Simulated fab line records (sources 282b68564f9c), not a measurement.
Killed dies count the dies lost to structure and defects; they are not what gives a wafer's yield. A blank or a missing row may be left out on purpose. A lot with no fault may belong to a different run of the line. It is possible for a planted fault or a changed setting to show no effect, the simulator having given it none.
fab line records -- flow rit_cmos
record lots=15, wafers=45, last_day=8
route steps=202 shown PLDD@120 SILICIDE@165 CONTACT@168 M1@202
lots that met no fault: from a run of the same line without faults
start_h: the number of hours between the record's first day and the start of the first shown wafer of the lot -- wait_h: hours elapsed since this lot's preceding step -- " identical to the entry in the row above -- L1.1+2: one row covering several wafers at once -- - value missing, or start not given -- * or withheld: withheld -- < > ~ a bound
route shown NAME@n: NAME is a module with steps in the file, n the number in the route of the first one -- usual: mean/standard deviation taken from wafers without a fault -- same: alike in all rows -- chamber/n: place in a boat -- sites: per-site readings -- _std_site: how widely they spread, as a standard deviation -- _edge_site: mean of outer sites minus mean of inner sites -- radius_mm: how far each site lies from the wafer's centre -- mask NAME#n: copy n -- behind: the last tool/chamber to shape the wafer -- hold: the reason the lot was held/the length of the hold in hours/how it ended -- device: the n, p or np transistor that did not switch -- end of line: tests of these same wafers at the route's end -- a step given without rows: its recipe and nothing more -- killed: not the wafer's yield, but the dies lost to structure and defects at the first sort -- map: dies across one wafer; x = killed, . = not, _ = none there
set.NAME: the setting that was run; set.NAME@STEP: the one run at that earlier step -- model.NAME: the simulator's own value behind a step, which no gauge read
the route's steps for a sample of lots (tables are steps, rows are wafers)
services: when a tool's chamber went out of use (start_h, in hours from the record's first day, below 0 if earlier), for how many hours, and the reason
## steps
# step RIT_PLDD_OVL_MEAS_06
# usual PLDD_OVL=-0.2/1.4
lot.wafer,tool,chamber,start_h,wait_h,PLDD_OVL[nm]
L334.2,overlay-01,-,49.94,-,1.4
L334.5,overlay-01,-,49.94,-,0.8
L334.6,overlay-01,-,49.94,-,1.6
L335.1,overlay-02,-,58.22,-,-1.1
L335.3,overlay-02,-,58.22,-,-0.5
L335.4,overlay-02,-,58.22,-,-1.7
L336.3,overlay-01,-,58.57,-,1.3
L336.5,overlay-01,-,58.57,-,-0.4
L336.6,overlay-01,-,58.57,-,2.6
L337.2,overlay-01,-,68.10,-,2.3
L337.5,overlay-01,-,68.10,-,1.4
L337.6,overlay-01,-,68.10,-,-0.5
L339.1,overlay-01,-,78.41,-,1.7
L339.3,overlay-01,-,78.41,-,1.6
L339.5,overlay-01,-,78.41,-,0.8
L341.1,overlay-01,-,93.08,-,1.6
L341.2,overlay-01,-,93.08,-,2.3
L341.3,overlay-01,-,93.08,-,0.4
L342.1,overlay-01,-,94.97,-,-1.3
L342.5,overlay-01,-,94.97,-,0.5
L342.6,overlay-01,-,94.97,-,-0.4
L344.2,overlay-01,-,102.91,-,1.7
L344.5,overlay-01,-,102.91,-,0.8
L344.6,overlay-01,-,102.91,-,0.2
L346.3,overlay-02,-,109.36,-,-1.2
L346.4,overlay-02,-,109.36,-,0.0
L346.5,overlay-02,-,109.36,-,-0.3
L347.2,overlay-02,-,118.44,-,-0.6
L347.3,overlay-02,-,118.44,-,-0.2
L347.5,overlay-02,-,118.44,-,0.7
L351.2,overlay-02,-,148.10,-,-2.9
L351.3,overlay-02,-,148.10,-,-2.9
L351.6,overlay-02,-,148.10,-,-2.6
L353.2,overlay-02,-,154.41,-,-2.2
L353.5,overlay-02,-,154.41,-,-0.4
L353.6,overlay-02,-,154.41,-,-0.3
L354.1,overlay-02,-,154.89,-,-1.2
L354.2,overlay-02,-,154.89,-,-1.7
L354.6,overlay-02,-,154.89,-,-0.9
L356.2,overlay-02,-,170.94,-,0.9
L356.3,overlay-02,-,170.94,-,1.9
L356.5,overlay-02,-,170.94,-,-0.1
L357.2,overlay-02,-,181.49,-,-1.7
L357.3,overlay-02,-,181.49,-,1.4
L357.5,overlay-02,-,181.49,-,0.1
# step RIT_SILICIDE_RTA_04
# recipe temp_c=650, time_s=10, idle_temp_c=25, ramp_up_s=5, ramp_down_s=5, cool_to_c=25, ambient=N2
# usual wafer_temp_C_max=653.0/0.73
lot.wafer,tool,chamber,start_h,wait_h,wafer_temp_C_max
L334.2,rtp_anneal-01,0,57.26,0.1,653.0
L334.5,rtp_anneal-01,0,57.26,0.1,652.3
L334.6,rtp_anneal-01,0,57.26,0.1,654.7
L336.3,rtp_anneal-01,0,65.90,0.1,652.9
L336.5,rtp_anneal-01,0,65.90,0.1,653.1
L336.6,rtp_anneal-01,0,65.90,0.1,652.5
L335.1,rtp_anneal-01,0,66.62,0.1,653.3
L335.3,rtp_anneal-01,0,66.62,0.1,652.4
L335.4,rtp_anneal-01,0,66.62,0.1,652.8
L337.2,rtp_anneal-02,0,77.88,0.1,652.3
L337.5,rtp_anneal-02,0,77.88,0.1,652.7
L337.6,rtp_anneal-02,0,77.88,0.1,652.6
L339.1,rtp_anneal-01,0,87.04,0.1,653.8
L339.3,rtp_anneal-01,0,87.04,0.1,653.6
L339.5,rtp_anneal-01,0,87.04,0.1,653.2
L341.1,rtp_anneal-02,0,102.84,0.1,652.4
L341.2,rtp_anneal-02,0,102.84,0.1,652.6
L341.3,rtp_anneal-02,0,102.84,0.1,653.0
L342.1,rtp_anneal-01,0,105.66,0.1,655.5
L342.5,rtp_anneal-01,0,105.66,0.1,653.2
L342.6,rtp_anneal-01,0,105.66,0.1,653.7
L344.2,rtp_anneal-01,0,111.42,0.1,653.3
L344.5,rtp_anneal-01,0,111.42,0.1,652.4
L344.6,rtp_anneal-01,0,111.42,0.1,653.2
L346.3,rtp_anneal-01,0,119.92,0.1,653.3
L346.4,rtp_anneal-01,0,119.92,0.1,653.2
L346.5,rtp_anneal-01,0,119.92,0.1,652.8
L347.2,rtp_anneal-02,0,131.25,0.1,651.6
L347.3,rtp_anneal-02,0,131.25,0.1,652.2
L347.5,rtp_anneal-02,0,131.25,0.1,651.9
L351.2,rtp_anneal-02,0,155.80,0.1,652.5
L351.3,rtp_anneal-02,0,155.80,0.1,653.2
L351.6,rtp_anneal-02,0,155.80,0.1,652.9
L353.2,rtp_anneal-01,0,163.33,0.1,792.7
L353.5,rtp_anneal-01,0,163.33,0.1,795.5
L353.6,rtp_anneal-01,0,163.33,0.1,794.0
L354.1,rtp_anneal-01,0,163.56,0.1,792.4
L354.2,rtp_anneal-01,0,163.56,0.1,793.6
L354.6,rtp_anneal-01,0,163.56,0.1,792.9
L356.2,rtp_anneal-01,0,178.26,0.1,793.7
L356.3,rtp_anneal-01,0,178.26,0.1,792.6
L356.5,rtp_anneal-01,0,178.26,0.1,793.8
L357.2,rtp_anneal-02,0,190.27,0.1,651.7
L357.3,rtp_anneal-02,0,190.27,0.1,652.0
L357.5,rtp_anneal-02,0,190.27,0.1,652.7
# step RIT_CONTACT_CVD_00
# recipe material=SiO2, target_thk_nm=400, precursor=TEOS, temp_c=390, time_s=58.06, rf_w=400
# usual heater_power_w=353/57
lot.wafer,tool,chamber,start_h,wait_h,heater_power_w
L334.2,pecvd-01,2,57.48,0.0,347
L334.5,pecvd-01,2,57.48,0.0,362
L334.6,pecvd-01,0,57.48,0.0,303
L336.3,pecvd-04,0,66.05,0.0,337
L336.5,pecvd-04,1,66.05,0.0,452
L336.6,pecvd-04,2,66.05,0.0,307
L335.1,pecvd-02,1,66.79,0.1,378
L335.3,pecvd-02,2,66.79,0.1,286
L335.4,pecvd-02,1,66.79,0.1,397
L337.2,pecvd-01,2,78.05,0.0,364
L337.5,pecvd-01,1,78.05,0.0,377
L337.6,pecvd-01,0,78.05,0.0,340
L339.1,pecvd-02,0,87.29,0.1,389
L339.3,pecvd-02,1,87.29,0.1,433
L339.5,pecvd-02,0,87.29,0.1,292
L341.1,pecvd-04,2,103.08,0.1,281
L341.2,pecvd-04,1,103.08,0.1,466
L341.3,pecvd-04,0,103.08,0.1,338
L342.1,pecvd-02,2,105.90,0.1,331
L342.5,pecvd-02,1,105.90,0.1,385
L342.6,pecvd-02,2,105.90,0.1,339
L344.2,pecvd-04,0,111.64,0.0,354
L344.5,pecvd-04,1,111.64,0.0,443
L344.6,pecvd-04,0,111.64,0.0,362
L346.3,pecvd-01,1,120.07,0.0,344
L346.4,pecvd-01,0,120.07,0.0,339
L346.5,pecvd-01,1,120.07,0.0,365
L347.2,pecvd-04,1,131.42,0.0,473
L347.3,pecvd-04,2,131.42,0.0,337
L347.5,pecvd-04,1,131.42,0.0,496
L351.2,pecvd-02,1,155.96,0.0,351
L351.3,pecvd-02,2,155.96,0.0,349
L351.6,pecvd-02,2,155.96,0.0,351
L353.2,pecvd-04,0,163.49,0.0,372
L353.5,pecvd-04,0,163.49,0.0,370
L353.6,pecvd-04,2,163.49,0.0,270
L354.1,pecvd-02,2,163.74,0.1,300
L354.2,pecvd-02,1,163.74,0.1,328
L354.6,pecvd-02,2,163.74,0.1,310
L356.2,pecvd-01,0,178.42,0.0,282
L356.3,pecvd-01,2,178.42,0.0,297
L356.5,pecvd-01,1,178.42,0.0,307
L357.2,pecvd-02,1,190.47,0.0,375
L357.3,pecvd-02,2,190.47,0.0,335
L357.5,pecvd-02,1,190.47,0.0,391
# step RIT_CONTACT_OVL_MEAS_09
# usual CONTACT_OVL=0.2/1.6
lot.wafer,tool,chamber,start_h,wait_h,CONTACT_OVL[nm]
L334.2,overlay-01,-,58.79,0.1,1.5
L334.5,overlay-01,-,58.79,0.1,2.0
L334.6,overlay-01,-,58.79,0.1,-0.3
L336.3,overlay-02,-,67.39,0.1,0.6
L336.5,overlay-02,-,67.39,0.1,1.5
L336.6,overlay-02,-,67.39,0.1,3.9
L335.1,overlay-02,-,68.12,0.1,-1.9
L335.3,overlay-02,-,68.12,0.1,-0.6
L335.4,overlay-02,-,68.12,0.1,-3.6
L337.2,overlay-01,-,79.26,0.1,0.4
L337.5,overlay-01,-,79.26,0.1,1.8
L337.6,overlay-01,-,79.26,0.1,0.6
L339.1,overlay-02,-,88.48,0.1,-2.8
L339.3,overlay-02,-,88.48,0.1,-3.6
L339.5,overlay-02,-,88.48,0.1,-2.6
L341.1,overlay-02,-,104.28,0.1,-0.4
L341.2,overlay-02,-,104.28,0.1,0.4
L341.3,overlay-02,-,104.28,0.1,-0.1
L342.1,overlay-01,-,107.11,0.1,2.7
L342.5,overlay-01,-,107.11,0.1,-1.4
L342.6,overlay-01,-,107.11,0.1,1.3
L344.2,overlay-02,-,113.05,0.1,0.9
L344.5,overlay-02,-,113.05,0.1,1.3
L344.6,overlay-02,-,113.05,0.1,0.3
L346.3,overlay-02,-,121.28,0.1,0.9
L346.4,overlay-02,-,121.28,0.1,0.4
L346.5,overlay-02,-,121.28,0.1,0.8
L347.2,overlay-01,-,132.75,0.1,-0.7
L347.3,overlay-01,-,132.75,0.1,-2.3
L347.5,overlay-01,-,132.75,0.1,-1.4
L351.2,overlay-02,-,157.16,0.1,0.7
L351.3,overlay-02,-,157.16,0.1,0.6
L351.6,overlay-02,-,157.16,0.1,1.7
L353.2,overlay-01,-,164.82,0.1,0.4
L353.5,overlay-01,-,164.82,0.1,0.0
L353.6,overlay-01,-,164.82,0.1,-0.8
L354.1,overlay-02,-,165.06,0.1,-0.2
L354.2,overlay-02,-,165.06,0.1,-0.6
L354.6,overlay-02,-,165.06,0.1,-0.6
L356.2,overlay-01,-,179.62,0.1,1.8
L356.3,overlay-01,-,179.62,0.1,3.3
L356.5,overlay-01,-,179.62,0.1,3.2
L357.2,overlay-01,-,191.68,0.1,0.3
L357.3,overlay-01,-,191.68,0.1,0.2
L357.5,overlay-01,-,191.68,0.1,-0.4
# step RIT_M1_PROBE_99
# usual killed_at_M0_to_M3=0.0/0.083, killed_at_contacts=0.0/0.16, killed_at_front_end=7/3.1, killed_dies=7/3.1, killed_open=3.6/2.2, killed_short=3.4/2.1
# same gross_dies=264, killed_at_M4_up=0, killed_at_back_side=0, killed_at_other=0
lot.wafer,tool,chamber,start_h,wait_h,killed_at_M0_to_M3,killed_at_contacts,killed_at_front_end,killed_dies,killed_open,killed_short
L334.2,prober-01,-,63.90,0.1,0,0,6,6,2,3
L334.5,prober-01,-,64.05,0.2,0,0,6,6,2,4
L334.6,prober-01,-,64.10,0.2,0,0,6,6,2,4
L336.3,prober-02,-,72.65,0.2,0,0,6,6,3,3
L336.5,prober-02,-,72.75,0.2,0,0,6,6,5,1
L336.6,prober-02,-,72.80,0.2,1,0,5,6,2,4
L335.1,prober-01,-,74.05,0.1,0,0,5,5,2,3
L335.3,prober-01,-,74.15,0.2,0,0,13,13,3,10
L335.4,prober-01,-,74.20,0.2,0,0,7,7,4,3
L337.2,prober-02,-,84.37,0.1,0,0,7,7,3,4
L337.5,prober-02,-,84.52,0.2,0,0,8,8,6,2
L337.6,prober-02,-,84.57,0.2,0,0,4,4,1,3
L339.1,prober-02,-,93.61,0.1,0,0,7,7,5,2
L339.3,prober-02,-,93.71,0.2,0,0,13,13,9,4
L339.5,prober-02,-,93.81,0.2,0,1,3,4,1,3
L341.1,prober-02,-,109.49,0.1,0,0,6,6,5,1
L341.2,prober-02,-,109.54,0.1,0,0,7,7,6,1
L341.3,prober-02,-,109.59,0.2,0,0,3,3,1,2
L342.1,prober-01,-,112.51,0.1,0,0,6,6,2,4
L342.5,prober-01,-,112.71,0.2,0,0,10,10,6,4
L342.6,prober-01,-,112.76,0.2,0,0,5,5,2,3
L344.2,prober-01,-,118.28,0.1,0,0,3,3,1,2
L344.5,prober-01,-,118.43,0.2,0,0,12,12,7,5
L344.6,prober-01,-,118.48,0.2,0,0,0,0,0,0
L346.3,prober-01,-,127.72,0.2,0,0,6,6,3,3
L346.4,prober-01,-,127.77,0.2,0,0,11,11,5,5
L346.5,prober-01,-,127.82,0.2,0,0,4,4,0,4
L347.2,prober-02,-,137.95,0.1,0,0,6,6,5,1
L347.3,prober-02,-,138.00,0.2,0,0,4,4,2,2
L347.5,prober-02,-,138.10,0.2,0,0,3,3,1,2
L351.2,prober-02,-,162.29,0.1,0,0,3,3,0,3
L351.3,prober-02,-,162.34,0.2,0,0,4,4,3,1
L351.6,prober-02,-,162.49,0.2,0,0,9,9,3,6
L353.2,prober-01,-,170.06,0.1,0,0,2,2,0,2
L353.5,prober-01,-,170.21,0.2,0,0,6,6,4,2
L353.6,prober-01,-,170.26,0.2,0,0,9,9,7,2
L354.1,prober-02,-,171.51,0.1,0,0,6,6,4,2
L354.2,prober-02,-,171.56,0.1,0,0,7,7,2,5
L354.6,prober-02,-,171.76,0.2,0,0,10,10,5,5
L356.2,prober-02,-,185.07,0.1,0,0,6,6,5,1
L356.3,prober-02,-,185.12,0.2,0,0,1,1,1,0
L356.5,prober-02,-,185.22,0.2,0,0,7,7,3,4
L357.2,prober-01,-,197.33,0.1,0,0,7,7,4,3
L357.3,prober-01,-,197.38,0.2,0,0,5,5,0,5
L357.5,prober-01,-,197.48,0.2,0,0,7,7,0,7
# killed by level:class
L334.2 FOX1:geometric_particle:short=2 GATE:geometric_particle:open=1 SPACER:geometric_particle:open=1 SPACER:geometric_particle:short=1 NRETRO:coat_microbubble_printed=1
L334.5 GATE:geometric_particle:short=2 REOX:geometric_particle:short=2 GATE:geometric_particle:open=1 REOX:geometric_particle:open=1
L334.6 REOX:geometric_particle:short=2 FOX1:geometric_particle:short=1 FOX1:geometric_particle:open=1 GATE:geometric_particle:short=1 GATE:geometric_particle:open=1
L336.3 GATE:geometric_particle:short=2 GATE:geometric_particle:open=2 FOX1:geometric_particle:open=1 FOX2:geometric_particle:short=1
L336.5 GATE:geometric_particle:open=3 REOX:geometric_particle:short=1 SPACER:geometric_particle:open=1 SILICIDE:geometric_particle:open=1
L336.6 FOX1:geometric_particle:open=2 GATE:geometric_particle:short=1 REOX:geometric_particle:short=1 SILICIDE:geometric_particle:short=1 M1:geometric_particle:short=1
L335.1 FOX1:geometric_particle:short=1 FOX1:geometric_particle:open=1 GATE:geometric_particle:short=1 GATE:geometric_particle:open=1 REOX:geometric_particle:short=1
L335.3 GATE:geometric_particle:short=3 FOX2:geometric_particle:short=2 GATE:geometric_particle:open=2 REOX:geometric_particle:short=2 FOX1:geometric_particle:short=1 SPACER:geometric_particle:short=1 SILICIDE:geometric_particle:short=1 SILICIDE:geometric_particle:open=1
L335.4 REOX:geometric_particle:open=2 REOX:geometric_particle:short=2 ACTIVE:geometric_particle:open=1 GATE:geometric_particle:short=1 SPACER:geometric_particle:open=1
L337.2 GATE:geometric_particle:short=3 GATE:geometric_particle:open=2 FOX1:geometric_particle:short=1 REOX:geometric_particle:open=1
L337.5 GATE:geometric_particle:open=4 REOX:geometric_particle:open=2 GATE:geometric_particle:short=1 SILICIDE:geometric_particle:short=1
L337.6 GATE:geometric_particle:short=2 FOX1:geometric_particle:short=1 GATE:geometric_particle:open=1
L339.1 GATE:geometric_particle:open=2 FOX1:geometric_particle:open=1 REOX:geometric_particle:short=1 REOX:geometric_particle:open=1 SPACER:geometric_particle:short=1 SILICIDE:geometric_particle:open=1
L339.3 GATE:geometric_particle:open=4 FOX2:geometric_particle:open=2 ACTIVE:geometric_particle:open=1 FOX1:geometric_particle:short=1 FOX2:geometric_particle:short=1 GATE:geometric_particle:short=1 SPACER:geometric_particle:short=1 SPACER:geometric_particle:open=1
L339.5 GATE:geometric_particle:short=2 REOX:geometric_particle:short=1 CONTACT:geometric_particle:open=1
L341.1 GATE:geometric_particle:open=3 SILICIDE:geometric_particle:open=2 SILICIDE:geometric_particle:short=1
L341.2 SILICIDE:geometric_particle:open=3 GATE:geometric_particle:open=2 REOX:geometric_particle:open=1 SPACER:geometric_particle:short=1
L341.3 FOX1:geometric_particle:open=1 GATE:geometric_particle:short=1 REOX:geometric_particle:short=1
L342.1 SILICIDE:geometric_particle:short=3 GATE:geometric_particle:open=1 GATE:geometric_particle:short=1 REOX:geometric_particle:open=1
L342.5 GATE:geometric_particle:open=5 GATE:geometric_particle:short=2 FOX1:geometric_particle:short=1 SPACER:geometric_particle:open=1 SILICIDE:geometric_particle:short=1
L342.6 GATE:geometric_particle:short=2 FOX1:geometric_particle:open=1 GATE:geometric_particle:open=1 REOX:geometric_particle:short=1
L344.2 FOX2:geometric_particle:short=1 GATE:geometric_particle:open=1 SPACER:geometric_particle:short=1
L344.5 GATE:geometric_particle:open=5 GATE:geometric_particle:short=4 FOX2:geometric_particle:short=1 REOX:geometric_particle:open=1 SPACER:geometric_particle:open=1
L344.6
L346.3 FOX2:geometric_particle:open=2 REOX:geometric_particle:short=2 FOX1:geometric_particle:open=1 SPACER:geometric_particle:short=1
L346.4 GATE:geometric_particle:open=4 FOX1:geometric_particle:short=3 GATE:geometric_particle:short=2 ACTIVE:geometric_particle:open=1 NWELL:coat_microbubble_printed=1
L346.5 REOX:geometric_particle:short=2 FOX2:geometric_particle:short=1 GATE:geometric_particle:short=1
L347.2 GATE:geometric_particle:open=2 REOX:geometric_particle:open=2 SILICIDE:geometric_particle:short=1 SILICIDE:geometric_particle:open=1
L347.3 FOX2:geometric_particle:short=1 GATE:geometric_particle:open=1 GATE:geometric_particle:short=1 SPACER:geometric_particle:open=1
L347.5 GATE:geometric_particle:short=2 GATE:geometric_particle:open=1
L351.2 SPACER:geometric_particle:short=3
L351.3 FOX1:geometric_particle:open=2 GATE:geometric_particle:short=1 SPACER:geometric_particle:open=1
L351.6 FOX1:geometric_particle:short=2 GATE:geometric_particle:short=2 FOX2:geometric_particle:short=1 GATE:geometric_particle:open=1 SPACER:geometric_particle:short=1 SPACER:geometric_particle:open=1 SILICIDE:geometric_particle:open=1
L353.2 GATE:geometric_particle:short=1 SPACER:geometric_particle:short=1
L353.5 REOX:geometric_particle:open=3 FOX1:geometric_particle:open=1 REOX:geometric_particle:short=1 SPACER:geometric_particle:short=1
L353.6 GATE:geometric_particle:open=4 REOX:geometric_particle:open=2 FOX2:geometric_particle:short=1 FOX2:geometric_particle:open=1 GATE:geometric_particle:short=1
L354.1 GATE:geometric_particle:short=2 GATE:geometric_particle:open=2 FOX1:geometric_particle:open=1 REOX:geometric_particle:open=1
L354.2 GATE:geometric_particle:short=2 GATE:geometric_particle:open=2 FOX1:geometric_particle:short=1 SPACER:geometric_particle:short=1 REOX:geometric_particle:short=1
L354.6 GATE:geometric_particle:short=4 GATE:geometric_particle:open=3 FOX1:geometric_particle:open=1 SPACER:geometric_particle:short=1 SILICIDE:geometric_particle:open=1
L356.2 GATE:geometric_particle:open=3 FOX2:geometric_particle:open=1 SPACER:geometric_particle:open=1 SILICIDE:geometric_particle:short=1
L356.3 GATE:geometric_particle:open=1
L356.5 FOX2:geometric_particle:short=3 FOX1:geometric_particle:open=1 GATE:geometric_particle:short=1 GATE:geometric_particle:open=1 SPACER:geometric_particle:open=1
L357.2 GATE:geometric_particle:open=3 GATE:geometric_particle:short=2 FOX1:geometric_particle:open=1 REOX:geometric_particle:short=1
L357.3 GATE:geometric_particle:short=3 FOX1:geometric_particle:short=1 SPACER:geometric_particle:short=1
L357.5 FOX1:geometric_particle:short=3 GATE:geometric_particle:short=2 REOX:geometric_particle:short=2
## services
tool,chamber,start_h,hours,kind
pecvd-01,-,44.74,6.0,pm
pecvd-04,2,53.09,3.5,repair
pecvd-02,-,72.32,6.0,pm
pecvd-01,-,160.07,14.6,pm
## key
first_sign step=RIT_SILICIDE_RTA_04, reading=wafer_temp_C_max, direction=up, sigmas=99+, usual=*, struck=*
effect none on later readings
met_at RIT_SILICIDE_RTA_04
struck_lots L353,L354,L356
tester_left_out L353,L354,L356
not_acting_at RIT_PLDD_OVL_MEAS_06,RIT_CONTACT_CVD_00,RIT_CONTACT_OVL_MEAS_09
onset_between 119.92 163.33
fault kind=process_parameter_drift, tool=rtp_anneal-01, chamber=-, onset_h=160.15, steps=RIT_SILICIDE_RTA_04, channel=temp_c, offset=*, shape=step, end_h=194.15, acts_in=*, stated=*
# tester_left_out: of these lots the tester's yield and bins aren't shown, on N5 and GAA mostly nor the transistor test; their killed dies are dies lost to structure and defects alone, not to doping, threshold or leakage, so they don't give the yield
